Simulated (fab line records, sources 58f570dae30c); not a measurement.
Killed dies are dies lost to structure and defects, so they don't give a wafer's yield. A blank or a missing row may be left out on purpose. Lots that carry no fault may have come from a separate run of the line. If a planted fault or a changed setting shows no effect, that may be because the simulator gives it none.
What tool caused it?    flow berkeley cmos170    21 wafers sampled from 7 lots at 1 step of a route of 331

WHAT EACH GAUGE READ, for each wafer
UCB170_CONTACT_CD_MEAS_15: target cd 700 nm.
lot   measured      on         cd nm (nm)
L737  day 8 03:15   cd sem-01  702.3 701.6 702.3
L742  day 9 02:08   cd sem-01  699.4 698.6 698.5
L745  day 10 00:25  cd sem-02  703.2 701.4 702.3
L744  day 10 02:32  cd sem-01  703.3 700.3 702.2
L747  day 10 11:08  cd sem-01  699.6 700.9 699.9
L753  day 11 21:50  cd sem-01  697.6 697.2 698.7
L760  day 13 04:42  cd sem-02  699.1 698.5 698.9

WHICH TOOL RAN EACH LOT (tool, then ch and the chambers of the sampled wafers, then the start)
The record holds no process step before these readings.

THE ANSWER, worked out from the rows above alone
Rule: usual is defined by the lots themselves. Put in order of their means at a reading, lots are off if they are a third of the lots or fewer, leave a main group of 4 or more, and stand apart from it by a gap of 3 or more times the standard deviation of the main group's means; of several such gaps the widest counts. If all means in a main group match to the digits the tables above print for the reading, that group is not used. A lot without any number at a reading at which 4 lots or more have one is off too. The other lots that the step has rows for count as sound.
Across all readings shown, no lot is off: no conclusion can be drawn from this.

WHAT WAS PUT IN BY THE SIMULATOR
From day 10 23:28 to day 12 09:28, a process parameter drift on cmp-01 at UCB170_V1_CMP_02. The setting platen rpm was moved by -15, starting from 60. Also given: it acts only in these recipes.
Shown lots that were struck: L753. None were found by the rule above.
